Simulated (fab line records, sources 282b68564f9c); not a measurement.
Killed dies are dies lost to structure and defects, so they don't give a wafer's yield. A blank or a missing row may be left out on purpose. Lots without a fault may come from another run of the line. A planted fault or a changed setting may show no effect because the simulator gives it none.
Chamber matching | flow rit_cmos | RIT_SPACER_ETCHBACK_05 on rie_diel-02: 4 sister chambers
The step etches Si3N4 in SF6/CHF3, stops on SiO2, target depth 250 nm, time 240 s. 14 wafers are shown with their chamber, then 7 later ones without.

WAFERS WITH THEIR CHAMBER
wafer  | chamber | drypump_motor_current_A (A) | throttle_valve_pct (%) | oes_product_au (a.u.)
L621.3 | 2       | 5.3                         | 10.30                  | 0.846
L621.4 | 0       | 5.6                         | 10.23                  | 0.836
L621.6 | 3       | 5.5                         | 10.31                  | 0.842
L623.3 | 3       | 5.5                         | 10.30                  | 0.828
L623.5 | 3       | 5.5                         | 10.30                  | 0.839
L623.6 | 2       | 5.4                         | 10.32                  | 0.830
L624.1 | 2       | 5.4                         | 10.31                  | 0.843
L624.2 | 0       | 5.6                         | 10.22                  | 0.823
L624.5 | 0       | 5.7                         | 10.20                  | 0.837
L633.1 | 2       | 5.4                         | 10.31                  | 0.847
L633.2 | 3       | 5.5                         | 10.30                  | 0.839
L633.5 | 2       | 5.4                         | 10.31                  | 0.857
L637.2 | 0       | 5.6                         | 10.21                  | 0.834
L637.3 | 1       | 6.1                         | 10.15                  | 0.823

SIGNATURES (means of the wafers above)
reading                 | chamber 0 | chamber 1 | chamber 2 | chamber 3 | scatter within a chamber
drypump_motor_current_A | 5.625     | 6.100     | 5.380     | 5.500     | 0.0394
throttle_valve_pct      | 10.2150   | 10.1500   | 10.3100   | 10.3025   | 0.0088
oes_product_au          | 0.83250   | 0.82300   | 0.84460   | 0.83700   | 0.00785
Rule: a wafer's distance from a chamber is the root of the sum, over the readings, of the square of ((its reading less the chamber's mean) divided by the reading's scatter). The wafer belongs to the nearest chamber; if the next one is less than 2 further off, it can't be placed. The scatter: the root of (the sum of the squares of (reading less its chamber's mean) over the shown wafers, divided by (wafers less chambers)).

WAFERS WITHOUT THEIR CHAMBER
wafer  | drypump_motor_current_A (A) | throttle_valve_pct (%) | oes_product_au (a.u.)
L637.6 | 6.1                         | 10.17                  | 0.831
L643.2 | 5.5                         | 10.31                  | 0.850
L643.5 | 5.5                         | 10.31                  | 0.847
L643.6 | 5.7                         | 10.22                  | 0.851
L644.2 | 5.4                         | 10.32                  | 0.848
L644.4 | 5.6                         | 10.22                  | 0.839
L644.6 | 5.5                         | 10.30                  | 0.840

WHICH CHAMBER EACH WENT THROUGH
wafer  | from the rows above     | in truth
L637.6 | 1                       | 1
L643.2 | can't be placed: 3 or 2 | 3
L643.5 | can't be placed: 3 or 2 | 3
L643.6 | 0                       | 0
L644.2 | 2                       | 2
L644.4 | 0                       | 0
L644.6 | 3                       | 3
Placed correctly: 5 of 7. Can't be placed from these rows: 2 (the true chamber is among the candidates in 2). Placed wrongly: 0.
